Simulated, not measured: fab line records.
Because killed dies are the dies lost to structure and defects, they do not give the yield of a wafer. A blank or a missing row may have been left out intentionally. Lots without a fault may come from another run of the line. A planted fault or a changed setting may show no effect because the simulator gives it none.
One fault seen from 2 desks	flow rit_cmos	what lay behind the numbers comes last; until then each desk has only its own

FOR THE TOOL OWNER'S DESK: iline_stepper-01
The tool's own readings at RIT_CONTACT_EXPOSE_05 (exposes mask M11, target cd 1000 nm): means of the sampled wafers that have a number, for each lot that ran on this tool. Any lot whose mean is over 4 standard deviations away from the usual mean is out of limits and marked OUT; that distance is given in the brackets.
Columns: A = exposure_dose_mJ_cm2 at RIT_CONTACT_EXPOSE_05, usual 250.56
lot	first seen here	A
L380	day 3 15:55	250.25
L384	day 4 13:40	250.30
L387	day 5 02:34	248.37 (-8.8) OUT
Finding of this desk: L387 out of limits; the first was L387 at day 5 02:34, on exposure_dose_mJ_cm2 at RIT_CONTACT_EXPOSE_05. L380, L384 stayed within limits.

THE METROLOGY DESK
Means of the sampled wafers that have a number, per lot and without regard to the tool the lot ran on: this is what the gauges read. Any lot whose mean is over 4 standard deviations away from the usual mean is out of limits and marked OUT; that distance is given in the brackets.
Columns: A = SILICIDE_TI_RS at RIT_SILICIDE_RS_MEAS_02, usual 48.2 ohm/sq; B = SILICIDE_TI_THK at RIT_SILICIDE_THK_MEAS_03, usual 29.5 nm; C = CONTACT_TEOS_THK at RIT_CONTACT_THK_MEAS_01, usual 400 nm; D = cd_nm at RIT_CONTACT_CD_MEAS_08, usual 1000.7 nm; E = CONTACT_OVL at RIT_CONTACT_OVL_MEAS_09, usual 0.5 nm
lot	first seen here	A	B	C	D	E
L380	day 3 14:59	48.9	29.1	402	998.7	1.9
L384	day 4 12:42	48.4	29.4	403	1003.3	0.9
L387	day 5 01:39	47.2	29.9	408	1015.6 (+7.1) OUT	-0.3
L393	day 6 12:08	48.6	29.3	403	1002.6	0.7
L396	day 7 00:01	48.5	29.2	401	1003.3	-0.5
Finding of this desk: L387 out of limits; the first was L387 at day 5 03:05, on cd_nm at RIT_CONTACT_CD_MEAS_08. L380, L384, L393, L396 stayed within limits.

PUT TOGETHER
The tool owner's desk had the chance to raise an alarm at day 5 02:34 on L387.
Metrology desk: alarm possible at day 5 03:05 on L387.
The lots listed all ran RIT_CONTACT_EXPOSE_05 on iline_stepper-01.

WHAT THE SIMULATOR PUT IN
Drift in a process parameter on iline_stepper-01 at RIT_CONTACT_EXPOSE_05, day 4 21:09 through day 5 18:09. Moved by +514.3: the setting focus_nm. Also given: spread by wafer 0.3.
Lots struck among those shown: L387.
Time in hours from fault onset to the first out-of-limits reading at each desk: tool owner's desk 5, metrology desk 6.
